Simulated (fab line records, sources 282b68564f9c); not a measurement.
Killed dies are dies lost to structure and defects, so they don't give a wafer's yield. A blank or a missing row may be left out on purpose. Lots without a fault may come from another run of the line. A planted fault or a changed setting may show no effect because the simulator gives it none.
A struck lot beside a sound one | flow rit_cmos | 22 steps out of a route of 202
Sound: wafers L664.1, L664.3, L664.6. Struck: wafers L677.1, L677.4, L677.6. The cause comes at the end.
At each step with rows: each side's tool, then ch and its chambers, then its first start. Under that, the readings that differ: sound wafers | struck wafers | difference of the means | sigmas: that difference in standard deviations of wafers without a fault.
alike: readings whose means differ by less than 2 such deviations, and words and numbers that are the same on both sides. not compared: withheld readings, readings that some wafer has no value for, bounds like >300 that may hide the same value, and numbers for which the record gives no deviation and whose values overlap.
The two part at a step that has a row with sigmas, a row that says differs or no value, or rows on one side only. Numbers that don't overlap but have no deviation are shown without sigmas and don't part them. A reading that every wafer of one side lacks parts them only if that side has two wafers or more.

first, 4 steps without rows for these wafers: RIT_NSD_SOFTBAKE_02 (time 60 s); RIT_NSD_EXPOSE_03 (exposes mask M9, target cd 40700 nm); RIT_NSD_PEB_04; RIT_NSD_DEVELOP_05 (develop time 50 s).
RIT_NSD_OVL_MEAS_06:
  sound on overlay-01, day 4 00:34; struck on overlay-01, day 6 21:10
  alike: NSD_OVL
then, 2 steps without rows for these wafers: RIT_NSD_HARDBAKE_07 (time 60 s); RIT_NSD_IMPLANT_08.
RIT_NSD_STRIP_09: strips in O2, time 180 s.
  sound on plasma_asher-03 ch 0,1, day 4 00:53; struck on plasma_asher-04 ch 0,1, day 6 21:31
  alike: drypump_motor_current_A
  not compared: rf_hours_counter_h
RIT_NSD_TW_MEAS_10:
  sound on film_metro-03, day 4 01:04; struck on film_metro-02, day 6 21:41
  alike: NSD_TW
then, 3 steps without rows for these wafers: RIT_PSD_HMDS_00 (prime time 60 s); RIT_PSD_COAT_01 (resist thk 1000 nm); RIT_PSD_SOFTBAKE_02 (time 60 s).
RIT_PSD_EXPOSE_03: exposes mask M10, target cd 40900 nm.
  sound on iline_stepper-01 ch 0, day 4 01:42; struck on iline_stepper-01 ch 0, day 6 22:11
  reading | sound             | struck         | difference | sigmas
  mask    | M10#0 M10#0 M10#0 | M9#0 M9#0 M9#0 | differs    |
  alike: focus_offset_nm
then, 2 steps without rows for these wafers: RIT_PSD_PEB_04; RIT_PSD_DEVELOP_05 (develop time 50 s).
RIT_PSD_OVL_MEAS_06:
  sound on overlay-01, day 4 02:06; struck on overlay-02, day 6 22:50
  reading      | sound        | struck | difference                    | sigmas
  PSD_OVL (nm) | 0.8 -0.2 1.3 | - - -  | no value on the struck wafers |
then, 2 steps without rows for these wafers: RIT_PSD_HARDBAKE_07 (time 60 s); RIT_PSD_IMPLANT_08.
RIT_PSD_STRIP_09: strips in O2, time 180 s.
  sound on plasma_asher-04 ch 1, day 4 02:26; struck on plasma_asher-03 ch 0,1, day 6 23:11
  alike: drypump_motor_current_A
  not compared: rf_hours_counter_h
RIT_PSD_TW_MEAS_10:
  sound on film_metro-03, day 4 02:37; struck on film_metro-02, day 6 23:22
  reading | sound          | struck   | difference | sigmas
  PSD_TW  | 3477 3471 3484 | 30 30 30 | -3447      | -99 or more
then, 1 step without rows for these wafers: RIT_SDANNEAL_CLEAN_00 (cleans in SC1, time 600 s).
RIT_M1_PROBE_99:
  sound on prober-02, day 4 11:04; struck on prober-02, day 7 07:35
  reading             | sound | struck      | difference | sigmas
  killed_at_front_end | 6 7 4 | 263 264 264 | +258       | +92
  killed_dies         | 6 7 4 | 264 264 264 | +258       | +92
  killed_on_rim       | 1 4 1 | 70 70 70    | +68        | +52
  alike: killed_at_contacts, killed_open, killed_short

WHERE THEY PART
First at RIT_PSD_EXPOSE_03; last, within this record, at RIT_M1_PROBE_99.

WHY: what the simulator had put in
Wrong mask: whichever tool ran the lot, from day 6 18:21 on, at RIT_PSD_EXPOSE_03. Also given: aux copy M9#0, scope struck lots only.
